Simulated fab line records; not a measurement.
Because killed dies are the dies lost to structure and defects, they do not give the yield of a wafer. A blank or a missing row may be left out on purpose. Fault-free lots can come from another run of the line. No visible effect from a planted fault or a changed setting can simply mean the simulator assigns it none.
Split-lot study -- flow berkeley cmos170 -- on a route of 331 steps: 5 lots, 23 wafers read

== THE SPLIT ITSELF ==
At UCB170_GATE_EXPOSE_09 (exposes mask POLY, target cd 350 nm), the setting dose mj was moved away from the recipe's 21 on 9 of the 23 wafers read, by -7.1% to +3.7%. This setting was run at the recipe's value on the other wafers.

== FROM THE SPLIT TO THE READING: what the file shows between them, 6 steps ==
- UCB170_GATE_PEB_10
- UCB170_GATE_DEVELOP_11: develop time 45 s
- UCB170_GATE_CD_MEAS_12: target cd 350 nm
- UCB170_GATE_ETCH_14: etches BARC in N2/H2
- UCB170_GATE_ETCH_15: etches poly-Si in HBr/Cl2, stops on SiO2, time 56.3 s, target depth 278.2 nm
- UCB170_GATE_STRIP_16: strips in O2

== THE READING ==
cd nm (nm) at UCB170_GATE_CD_MEAS_90, where the cd target is 350 nm. A value of 350.1 nm with a standard deviation of 1.4 nm is what fault-free wafers of this fab line usually give.

wafer,"tool, chamber at the split",dose mj as run,against the recipe,"cd nm, nm",against lot-mates on the recipe
L074.2,"krf scanner-02, 0",21,recipe,348.7,-
L074.3,"krf scanner-02, 0",21,recipe,349.8,-
L074.4,"krf scanner-02, 0",21,recipe,349.7,-
L074.5,"krf scanner-02, 0",21,recipe,349.1,-
L074.6,"krf scanner-02, 0",21,recipe,349.4,-
L076.1,"krf scanner-02, 0",21,recipe,351.0,-
L076.2,"krf scanner-02, 0",21,recipe,352.0,-
L076.3,"krf scanner-02, 0",21,recipe,352.9,-
L080.1,"krf scanner-01, 0",21.77,+3.7%,342.7,-7.4
L080.2,"krf scanner-01, 0",21.77,+3.7%,342.7,-7.4
L080.3,"krf scanner-01, 0",21,recipe,349.8,-
L080.4,"krf scanner-01, 0",21,recipe,350.3,-
L080.6,"krf scanner-01, 0",21.77,+3.7%,343.6,-6.4
L084.1,"krf scanner-01, 0",19.51,-7.1%,359.6,+10.9
L084.2,"krf scanner-01, 0",21,recipe,347.9,-
L084.3,"krf scanner-01, 0",19.51,-7.1%,361.0,+12.2
L084.4,"krf scanner-01, 0",21,recipe,349.6,-
L084.5,"krf scanner-01, 0",19.51,-7.1%,360.4,+11.6
L082.1,"krf scanner-01, 0",21,recipe,349.8,-
L082.2,"krf scanner-01, 0",19.65,-6.4%,359.3,+10.6
L082.3,"krf scanner-01, 0",19.65,-6.4%,361.1,+12.4
L082.4,"krf scanner-01, 0",21,recipe,347.7,-
L082.6,"krf scanner-01, 0",19.65,-6.4%,357.9,+9.1

FIT RESULTS
A straight line over all 23 wafers: cd nm changes by -1.56 nm for each +1% of dose mj; r = -0.97; the points scatter about the line by 1.3 nm.
The same after taking each lot's own level away (the mean of its wafers on the recipe; 23 wafers): -1.7 nm for each +1%; r = -0.99; scatter 0.85 nm.
That fit puts the effect of the largest move of dose mj on the reading at 12 nm.
From 348.75 to 351.97 nm: that is the span of the lots' own levels, equal to 2.3 times the standard deviation above.
Consequently the slope shifts little with the lot-to-lot level, the two slopes agreeing.
Check: +12.1 nm against its lot-mates is what the line predicts for one of the wafers moved furthest among these (-7.1%) when that wafer is left out of the fit. Against them it came out at +10.9 nm.

== ADDITIONAL SPLITS CARRIED BY THESE WAFERS ==
Other splits were also applied to these wafers ahead of the reading. Each is held against what the fit with the lots' levels taken away leaves over:
other split on the same wafers,wafers away from the commonest value,r with cd nm (lot level and that fit taken away)
UCB170_START_OXIDATION_02 temp c,10,-0.09
UCB170_NWELL_IMPLANT_14 energy kev,10,-0.29
UCB170_PWELL_CVD_05 time s,18,+0.08
UCB170_ACTIVE_CVD_05 temp c,15,-0.01
UCB170_ACTIVE_SOFTBAKE_09 time s,2,-0.28
UCB170_PVT_STRIP_08 o2 flow sccm,7,-0.15

== THE WHOLE CHAIN: every reading that the file lists as answering this split, in the file's order ==
step,what it does,reading,change (the file's fit),r (the file's)
UCB170_GATE_CD_MEAS_12,target cd 350 nm,cd nm,-1.7 nm for each +1% of the setting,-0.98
UCB170_GATE_ETCH_15,"etches poly-Si in HBr/Cl2, stops on SiO2, time 56.3 s, target depth 278.2 nm","GATE.cd nm (the simulator's own value, which no gauge read)",-1.69 nm for each +1% of the setting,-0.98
UCB170_GATE_CD_MEAS_90,target cd 350 nm,cd nm,-1.68 nm for each +1% of the setting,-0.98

== FILE'S OWN FIT ==
cd nm changes by -1.68 nm for each +1% of dose mj, r = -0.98.
